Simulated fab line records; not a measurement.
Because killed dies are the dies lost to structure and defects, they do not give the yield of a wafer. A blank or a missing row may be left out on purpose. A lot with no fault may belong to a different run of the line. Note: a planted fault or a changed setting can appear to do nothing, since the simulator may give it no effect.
fab line records :: flow berkeley-cmos170
record
  lots=6
  wafers=18
  last-day=12
route steps=331 shown NSD@190 BACKSIDE@199
lots untouched by any fault: they come from a run of this same line in which no faults occurred
start-h: hours from the record's first day to the start of the lot's first wafer shown :: wait-h: time in hours since the lot's previous step :: " the same as in the row above :: L1.1+2: a row that stands for several wafers :: - no value present, or no start provided :: * or withheld: withheld :: < > ~ a bound
route shown NAME@n: NAME is a module with steps in the file, n the number in the route of the first one :: usual: mean/standard deviation of fault-free wafers :: same: alike in all rows :: chamber/n: place in a boat :: sites: per-site readings :: _std_site: their standard deviation :: _edge_site: outer sites' mean less inner sites' :: radius-mm: for every site, how far away it sits from the centre of the wafer :: mask NAME#n: copy n :: behind: the tool/chamber that last shaped the wafer :: hold: reason for holding the lot/hours on hold/outcome of the hold :: device: the transistor (n, p or np) that didn't switch :: end of line: tests run on the same wafers once the route is complete :: step lacking rows: just its recipe :: killed: dies lost to structure and defects at the first sort, not the wafer's yield :: map: per-die view of a wafer (x killed, . not killed, _ where there is no die)
set.NAME: the run value of the setting; set.NAME@STEP: its run value at that earlier step :: model.NAME: the simulator's own value behind a step, which no gauge read
lots seen at some steps along the route; tables by step, rows by wafer
services: the hour from which a tool's chamber was out of use, counted from the record's first day as start-h (under 0 if before that day), plus the number of hours and why
## steps
# step UCB170_NSD_EXPOSE_03
# recipe
  mask-id=NSELECT_MOD
  na=0.5
  sigma-outer=0.6
  source-shape=conventional
  target-cd-nm=1200
  dose-mj=30
# step UCB170_NSD_PEB_04
# recipe
  peb-temp-c=130
  peb-time-s=withheld
  resist=KrF
# step UCB170_NSD_DEVELOP_05
# recipe
  developer=TMAH
  develop-time-s=45
  resist=KrF
  dev-temp-c=21
# step UCB170_NSD_CD_MEAS_06
# recipe
  target-cd-nm=1200
# usual
  cd-nm=1199.9/1.1
lot.wafer: L508.2
tool: cd-sem-02
chamber: -
start-h: 170.24
wait-h: -
cd-nm: 1201.9

lot.wafer: L508.4
tool: cd-sem-02
chamber: -
start-h: 170.24
wait-h: -
cd-nm: 1201.1

lot.wafer: L508.5
tool: cd-sem-02
chamber: -
start-h: 170.24
wait-h: -
cd-nm: 1202.2

lot.wafer: L509.2
tool: cd-sem-02
chamber: -
start-h: 170.82
wait-h: -
cd-nm: 1200.4

lot.wafer: L509.4
tool: cd-sem-02
chamber: -
start-h: 170.82
wait-h: -
cd-nm: 1200.2

lot.wafer: L509.5
tool: cd-sem-02
chamber: -
start-h: 170.82
wait-h: -
cd-nm: 1198.9

lot.wafer: L516.1
tool: cd-sem-02
chamber: -
start-h: 220.01
wait-h: -
cd-nm: 1199.0

lot.wafer: L516.2
tool: cd-sem-02
chamber: -
start-h: 220.01
wait-h: -
cd-nm: 1198.5

lot.wafer: L516.5
tool: cd-sem-02
chamber: -
start-h: 220.01
wait-h: -
cd-nm: 1198.5

lot.wafer: L518.1
tool: cd-sem-01
chamber: -
start-h: 230.39
wait-h: -
cd-nm: 1199.1

lot.wafer: L518.2
tool: cd-sem-01
chamber: -
start-h: 230.39
wait-h: -
cd-nm: 1199.5

lot.wafer: L518.4
tool: cd-sem-01
chamber: -
start-h: 230.39
wait-h: -
cd-nm: 1199.5

lot.wafer: L523.2
tool: cd-sem-02
chamber: -
start-h: 254.26
wait-h: -
cd-nm: 1200.5

lot.wafer: L523.3
tool: cd-sem-02
chamber: -
start-h: 254.26
wait-h: -
cd-nm: 1200.4

lot.wafer: L523.4
tool: cd-sem-02
chamber: -
start-h: 254.26
wait-h: -
cd-nm: 1200.9

lot.wafer: L524.3
tool: cd-sem-01
chamber: -
start-h: 259.57
wait-h: -
cd-nm: 1200.3

lot.wafer: L524.5
tool: cd-sem-01
chamber: -
start-h: 259.57
wait-h: -
cd-nm: 1199.0

lot.wafer: L524.6
tool: cd-sem-01
chamber: -
start-h: 259.57
wait-h: -
cd-nm: 1199.2
# step UCB170_NSD_OVL_MEAS_07
# usual
  NSD_OVL=-3/4.9
lot.wafer: L508.2
tool: overlay-01
chamber: -
start-h: 170.35
wait-h: 0.1
NSD_OVL[nm]: -12

lot.wafer: L508.4
tool: overlay-01
chamber: -
start-h: 170.35
wait-h: 0.1
NSD_OVL[nm]: -12

lot.wafer: L508.5
tool: overlay-01
chamber: -
start-h: 170.35
wait-h: 0.1
NSD_OVL[nm]: -6

lot.wafer: L509.2
tool: overlay-02
chamber: -
start-h: 170.93
wait-h: 0.1
NSD_OVL[nm]: 2

lot.wafer: L509.4
tool: overlay-02
chamber: -
start-h: 170.93
wait-h: 0.1
NSD_OVL[nm]: 0

lot.wafer: L509.5
tool: overlay-02
chamber: -
start-h: 170.93
wait-h: 0.1
NSD_OVL[nm]: 4

lot.wafer: L516.1
tool: overlay-01
chamber: -
start-h: 220.14
wait-h: 0.1
NSD_OVL[nm]: -2

lot.wafer: L516.2
tool: overlay-01
chamber: -
start-h: 220.14
wait-h: 0.1
NSD_OVL[nm]: -10

lot.wafer: L516.5
tool: overlay-01
chamber: -
start-h: 220.14
wait-h: 0.1
NSD_OVL[nm]: 2

lot.wafer: L518.1
tool: overlay-02
chamber: -
start-h: 230.51
wait-h: 0.1
NSD_OVL[nm]: -7

lot.wafer: L518.2
tool: overlay-02
chamber: -
start-h: 230.51
wait-h: 0.1
NSD_OVL[nm]: 0

lot.wafer: L518.4
tool: overlay-02
chamber: -
start-h: 230.51
wait-h: 0.1
NSD_OVL[nm]: 0

lot.wafer: L523.2
tool: overlay-02
chamber: -
start-h: 254.37
wait-h: 0.1
NSD_OVL[nm]: 1

lot.wafer: L523.3
tool: overlay-02
chamber: -
start-h: 254.37
wait-h: 0.1
NSD_OVL[nm]: 0

lot.wafer: L523.4
tool: overlay-02
chamber: -
start-h: 254.37
wait-h: 0.1
NSD_OVL[nm]: -4

lot.wafer: L524.3
tool: overlay-01
chamber: -
start-h: 259.66
wait-h: 0.1
NSD_OVL[nm]: 1

lot.wafer: L524.5
tool: overlay-01
chamber: -
start-h: 259.66
wait-h: 0.1
NSD_OVL[nm]: 2

lot.wafer: L524.6
tool: overlay-01
chamber: -
start-h: 259.66
wait-h: 0.1
NSD_OVL[nm]: -4
# step UCB170_NSD_IMPLANT_08
# recipe
  species=P
  dose-cm2=3e+15
  energy-kev=40
  tilt-deg=7
# step UCB170_NSD_STRIP_09
# recipe
  chemistry=O2
  power-w=400
  pressure-mtorr=3500
  platen-temp-c=withheld
  o2-flow-sccm=400
  overash-fraction=0.5
# usual
  drypump-motor-current-A=5.67/0.3
  oes-product-au=0.533/0.0043
  strip-time-to-endpoint-s=35.85/0.079
lot.wafer: L508.2
tool: plasma-asher-01
chamber: 0
start-h: 170.53
wait-h: 0.1
drypump-motor-current-A: 5.40
oes-product-au: 0.536
rf-hours-counter-h: 46
strip-time-to-endpoint-s: 35.94

lot.wafer: L508.4
tool: plasma-asher-01
chamber: 1
start-h: 170.53
wait-h: 0.1
drypump-motor-current-A: 5.55
oes-product-au: 0.539
rf-hours-counter-h: -
strip-time-to-endpoint-s: 35.97

lot.wafer: L508.5
tool: plasma-asher-01
chamber: 0
start-h: 170.53
wait-h: 0.1
drypump-motor-current-A: 5.40
oes-product-au: 0.531
rf-hours-counter-h: -
strip-time-to-endpoint-s: 35.88

lot.wafer: L509.2
tool: plasma-asher-01
chamber: 1
start-h: 171.11
wait-h: 0.1
drypump-motor-current-A: 5.56
oes-product-au: 0.543
rf-hours-counter-h: 46
strip-time-to-endpoint-s: 35.81

lot.wafer: L509.4
tool: plasma-asher-01
chamber: 0
start-h: 171.11
wait-h: 0.1
drypump-motor-current-A: 5.39
oes-product-au: 0.536
rf-hours-counter-h: -
strip-time-to-endpoint-s: 35.87

lot.wafer: L509.5
tool: plasma-asher-01
chamber: 1
start-h: 171.11
wait-h: 0.1
drypump-motor-current-A: 5.58
oes-product-au: 0.536
rf-hours-counter-h: -
strip-time-to-endpoint-s: 35.76

lot.wafer: L516.1
tool: plasma-asher-01
chamber: 0
start-h: 220.33
wait-h: 0.1
drypump-motor-current-A: 5.38
oes-product-au: 0.531
rf-hours-counter-h: 51
strip-time-to-endpoint-s: 35.87

lot.wafer: L516.2
tool: plasma-asher-01
chamber: 1
start-h: 220.33
wait-h: 0.1
drypump-motor-current-A: 5.54
oes-product-au: 0.524
rf-hours-counter-h: 51
strip-time-to-endpoint-s: 35.85

lot.wafer: L516.5
tool: plasma-asher-01
chamber: 1
start-h: 220.33
wait-h: 0.1
drypump-motor-current-A: 5.54
oes-product-au: 0.530
rf-hours-counter-h: -
strip-time-to-endpoint-s: 35.92

lot.wafer: L518.1
tool: plasma-asher-03
chamber: 0
start-h: 230.70
wait-h: 0.1
drypump-motor-current-A: 5.67
oes-product-au: 0.531
rf-hours-counter-h: 46
strip-time-to-endpoint-s: 35.93

lot.wafer: L518.2
tool: plasma-asher-03
chamber: 1
start-h: 230.70
wait-h: 0.1
drypump-motor-current-A: 6.21
oes-product-au: 0.535
rf-hours-counter-h: 46
strip-time-to-endpoint-s: 36.00

lot.wafer: L518.4
tool: plasma-asher-03
chamber: 0
start-h: 230.70
wait-h: 0.1
drypump-motor-current-A: 5.68
oes-product-au: 0.532
rf-hours-counter-h: -
strip-time-to-endpoint-s: 35.83

lot.wafer: L523.2
tool: plasma-asher-01
chamber: 0
start-h: 254.55
wait-h: 0.1
drypump-motor-current-A: 5.43
oes-product-au: 0.538
rf-hours-counter-h: 55
strip-time-to-endpoint-s: 35.67

lot.wafer: L523.3
tool: plasma-asher-01
chamber: 1
start-h: 254.55
wait-h: 0.1
drypump-motor-current-A: 5.55
oes-product-au: 0.530
rf-hours-counter-h: -
strip-time-to-endpoint-s: 35.64

lot.wafer: L523.4
tool: plasma-asher-01
chamber: 0
start-h: 254.55
wait-h: 0.1
drypump-motor-current-A: 5.41
oes-product-au: 0.536
rf-hours-counter-h: -
strip-time-to-endpoint-s: 35.58

lot.wafer: L524.3
tool: plasma-asher-03
chamber: 1
start-h: 259.87
wait-h: 0.1
drypump-motor-current-A: 6.21
oes-product-au: 0.533
rf-hours-counter-h: -
strip-time-to-endpoint-s: 35.97

lot.wafer: L524.5
tool: plasma-asher-03
chamber: 0
start-h: 259.87
wait-h: 0.1
drypump-motor-current-A: 5.69
oes-product-au: 0.536
rf-hours-counter-h: -
strip-time-to-endpoint-s: 35.91

lot.wafer: L524.6
tool: plasma-asher-03
chamber: 1
start-h: 259.87
wait-h: 0.1
drypump-motor-current-A: 6.21
oes-product-au: 0.533
rf-hours-counter-h: -
strip-time-to-endpoint-s: 35.91
# step UCB170_NSD_TW_MEAS_10
# usual
  NSD_TW=4199/22
lot.wafer: L508.2
tool: film-metro-04
chamber: -
start-h: 170.64
wait-h: 0.1
NSD_TW: 4226

lot.wafer: L508.4
tool: film-metro-04
chamber: -
start-h: 170.64
wait-h: 0.1
NSD_TW: 4207

lot.wafer: L508.5
tool: film-metro-04
chamber: -
start-h: 170.64
wait-h: 0.1
NSD_TW: 4203

lot.wafer: L509.2
tool: film-metro-04
chamber: -
start-h: 171.22
wait-h: 0.1
NSD_TW: 4205

lot.wafer: L509.4
tool: film-metro-04
chamber: -
start-h: 171.22
wait-h: 0.1
NSD_TW: 4203

lot.wafer: L509.5
tool: film-metro-04
chamber: -
start-h: 171.22
wait-h: 0.1
NSD_TW: 4234

lot.wafer: L516.1
tool: film-metro-02
chamber: -
start-h: 220.43
wait-h: 0.1
NSD_TW: 4214

lot.wafer: L516.2
tool: film-metro-02
chamber: -
start-h: 220.43
wait-h: 0.1
NSD_TW: 4222

lot.wafer: L516.5
tool: film-metro-02
chamber: -
start-h: 220.43
wait-h: 0.1
NSD_TW: 4212

lot.wafer: L518.1
tool: film-metro-02
chamber: -
start-h: 230.80
wait-h: 0.1
NSD_TW: 4212

lot.wafer: L518.2
tool: film-metro-02
chamber: -
start-h: 230.80
wait-h: 0.1
NSD_TW: 4227

lot.wafer: L518.4
tool: film-metro-02
chamber: -
start-h: 230.80
wait-h: 0.1
NSD_TW: 4219

lot.wafer: L523.2
tool: film-metro-03
chamber: -
start-h: 254.66
wait-h: 0.1
NSD_TW: 4185

lot.wafer: L523.3
tool: film-metro-03
chamber: -
start-h: 254.66
wait-h: 0.1
NSD_TW: 4162

lot.wafer: L523.4
tool: film-metro-03
chamber: -
start-h: 254.66
wait-h: 0.1
NSD_TW: 4184

lot.wafer: L524.3
tool: film-metro-04
chamber: -
start-h: 259.96
wait-h: 0.1
NSD_TW: 4166

lot.wafer: L524.5
tool: film-metro-04
chamber: -
start-h: 259.96
wait-h: 0.1
NSD_TW: 4174

lot.wafer: L524.6
tool: film-metro-04
chamber: -
start-h: 259.96
wait-h: 0.1
NSD_TW: 4196
# step UCB170_NSD_CLEAN_11
# recipe
  chemistry=SPM
  temp-c=120
  time-s=600
# step UCB170_BACKSIDE_HMDS_00
# recipe
  prime-time-s=60
  prime-temp-c=100
# step UCB170_BACKSIDE_COAT_01
# recipe
  resist=KrF
  spin-rpm=1500
  resist-thk-nm=900
# step UCB170_BACKSIDE_SOFTBAKE_02
# recipe
  resist=KrF
  temp-c=130
  time-s=60
# step UCB170_BACKSIDE_STRIP_03
# recipe
  chemistry=O2
  power-w=400
  pressure-mtorr=3500
  platen-temp-c=withheld
  o2-flow-sccm=400
  overash-fraction=0.5
# usual
  drypump-motor-current-A=5.49/0.1
  oes-product-au=0.735/0.0045
  strip-time-to-endpoint-s=21.99/0.07
lot.wafer: L508.2
tool: plasma-asher-01
chamber: 1
start-h: 171.71
wait-h: 0.1
drypump-motor-current-A: 5.55
oes-product-au: 0.740
rf-hours-counter-h: 46
strip-time-to-endpoint-s: 21.99
model.KrF_of_BACKSIDE_COAT_01.thk-nm: 0

lot.wafer: L508.4
tool: plasma-asher-01
chamber: 0
start-h: 171.71
wait-h: 0.1
drypump-motor-current-A: 5.41
oes-product-au: 0.735
rf-hours-counter-h: -
strip-time-to-endpoint-s: 22.03
model.KrF_of_BACKSIDE_COAT_01.thk-nm: 0

lot.wafer: L508.5
tool: plasma-asher-01
chamber: 1
start-h: 171.71
wait-h: 0.1
drypump-motor-current-A: 5.54
oes-product-au: 0.731
rf-hours-counter-h: -
strip-time-to-endpoint-s: 22.07
model.KrF_of_BACKSIDE_COAT_01.thk-nm: 0

lot.wafer: L509.2
tool: plasma-asher-02
chamber: 0
start-h: 172.13
wait-h: 0.1
drypump-motor-current-A: 5.62
oes-product-au: 0.746
rf-hours-counter-h: 46
strip-time-to-endpoint-s: 22.04
model.KrF_of_BACKSIDE_COAT_01.thk-nm: 0

lot.wafer: L509.4
tool: plasma-asher-02
chamber: 1
start-h: 172.13
wait-h: 0.1
drypump-motor-current-A: 5.46
oes-product-au: 0.730
rf-hours-counter-h: -
strip-time-to-endpoint-s: 21.97
model.KrF_of_BACKSIDE_COAT_01.thk-nm: 0

lot.wafer: L509.5
tool: plasma-asher-02
chamber: 0
start-h: 172.13
wait-h: 0.1
drypump-motor-current-A: 5.62
oes-product-au: 0.733
rf-hours-counter-h: -
strip-time-to-endpoint-s: 21.99
model.KrF_of_BACKSIDE_COAT_01.thk-nm: 0

lot.wafer: L516.1
tool: plasma-asher-02
chamber: 0
start-h: 221.61
wait-h: 0.1
drypump-motor-current-A: 5.62
oes-product-au: 0.020
rf-hours-counter-h: 52
strip-time-to-endpoint-s: 44.11
model.KrF_of_BACKSIDE_COAT_01.thk-nm: 903.9

lot.wafer: L516.2
tool: plasma-asher-02
chamber: 1
start-h: 221.61
wait-h: 0.1
drypump-motor-current-A: 5.46
oes-product-au: 0.020
rf-hours-counter-h: 52
strip-time-to-endpoint-s: 44.15
model.KrF_of_BACKSIDE_COAT_01.thk-nm: 904.9

lot.wafer: L516.5
tool: plasma-asher-02
chamber: 1
start-h: 221.61
wait-h: 0.1
drypump-motor-current-A: 5.46
oes-product-au: 0.020
rf-hours-counter-h: -
strip-time-to-endpoint-s: 44.00
model.KrF_of_BACKSIDE_COAT_01.thk-nm: 901.3

lot.wafer: L518.1
tool: plasma-asher-02
chamber: 0
start-h: 231.57
wait-h: 0.1
drypump-motor-current-A: 5.60
oes-product-au: 0.020
rf-hours-counter-h: 53
strip-time-to-endpoint-s: 43.81
model.KrF_of_BACKSIDE_COAT_01.thk-nm: 897.5

lot.wafer: L518.2
tool: plasma-asher-02
chamber: 1
start-h: 231.57
wait-h: 0.1
drypump-motor-current-A: 5.45
oes-product-au: 0.020
rf-hours-counter-h: 53
strip-time-to-endpoint-s: 43.94
model.KrF_of_BACKSIDE_COAT_01.thk-nm: 900.1

lot.wafer: L518.4
tool: plasma-asher-02
chamber: 0
start-h: 231.57
wait-h: 0.1
drypump-motor-current-A: 5.61
oes-product-au: 0.020
rf-hours-counter-h: -
strip-time-to-endpoint-s: 43.81
model.KrF_of_BACKSIDE_COAT_01.thk-nm: 897.6

lot.wafer: L523.2
tool: plasma-asher-01
chamber: 0
start-h: 256.04
wait-h: 0.1
drypump-motor-current-A: 5.41
oes-product-au: 0.737
rf-hours-counter-h: 55
strip-time-to-endpoint-s: 22.02
model.KrF_of_BACKSIDE_COAT_01.thk-nm: 0

lot.wafer: L523.3
tool: plasma-asher-01
chamber: 1
start-h: 256.04
wait-h: 0.1
drypump-motor-current-A: 5.54
oes-product-au: 0.734
rf-hours-counter-h: -
strip-time-to-endpoint-s: 22.02
model.KrF_of_BACKSIDE_COAT_01.thk-nm: 0

lot.wafer: L523.4
tool: plasma-asher-01
chamber: 0
start-h: 256.04
wait-h: 0.1
drypump-motor-current-A: 5.40
oes-product-au: 0.735
rf-hours-counter-h: -
strip-time-to-endpoint-s: 22.02
model.KrF_of_BACKSIDE_COAT_01.thk-nm: 0

lot.wafer: L524.3
tool: plasma-asher-04
chamber: 0
start-h: 260.67
wait-h: 0.1
drypump-motor-current-A: 5.34
oes-product-au: 0.726
rf-hours-counter-h: -
strip-time-to-endpoint-s: 21.93
model.KrF_of_BACKSIDE_COAT_01.thk-nm: 0

lot.wafer: L524.5
tool: plasma-asher-04
chamber: 0
start-h: 260.67
wait-h: 0.1
drypump-motor-current-A: 5.36
oes-product-au: 0.742
rf-hours-counter-h: -
strip-time-to-endpoint-s: 21.93
model.KrF_of_BACKSIDE_COAT_01.thk-nm: 0

lot.wafer: L524.6
tool: plasma-asher-04
chamber: 1
start-h: 260.67
wait-h: 0.1
drypump-motor-current-A: 5.58
oes-product-au: 0.739
rf-hours-counter-h: -
strip-time-to-endpoint-s: 21.98
model.KrF_of_BACKSIDE_COAT_01.thk-nm: 0
# step UCB170_BACKSIDE_CLEAN_04
# recipe
  chemistry=SPM
  temp-c=120
  time-s=600
## services
tool: plasma-asher-01
chamber: -
start-h: 154.59
hours: 2.8
kind: pm

tool: plasma-asher-03
chamber: -
start-h: 177.32
hours: 1.8
kind: repair
## key
first-sign
  step=UCB170_BACKSIDE_STRIP_03
  reading=strip-time-to-endpoint-s
  direction=up
  sigmas=99+
  usual=*
  struck=*
effect
  step=UCB170_BACKSIDE_STRIP_03
  reading=oes-product-au
  direction=down
  sigmas=99+
  usual=0.735
  struck=0.020
model-effect
  step=UCB170_BACKSIDE_STRIP_03
  value=KrF_of_BACKSIDE_COAT_01.thk-nm
  without=0
  struck=900.9
met-at UCB170_BACKSIDE_STRIP_03
struck-wafers L516.1,L516.2,L516.5,L518.1,L518.2,L518.4
later-rows-left-out L516.1,L516.2,L516.5,L518.1,L518.2,L518.4
sort-left-out L516.1,L516.2,L516.5,L518.1,L518.2,L518.4
tester-left-out L516,L518
onset-between 172.13 221.61
fault
  kind=process-parameter-drift
  tool=plasma-asher-02
  chamber=-
  onset-h=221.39
  steps=UCB170_BACKSIDE_STRIP_03
  channel=power-w
  offset=-142.1
  shape=step
  end-h=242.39
  acts-in=these-recipes-only
  stated=400
# tester-left-out: of these lots the tester's yield and bins aren't shown, on N5 and GAA mostly nor the transistor test; their killed dies are dies lost to structure and defects alone, not to doping, threshold or leakage, so they don't give the yield
# sort-left-out: the simulated sort isn't trusted on such a fault, so these wafers' sort isn't shown, and their yield isn't known
# later-rows-left-out: the simulator's readings of these wafers behind a module that went badly wrong aren't trusted and aren't shown, but for the sort
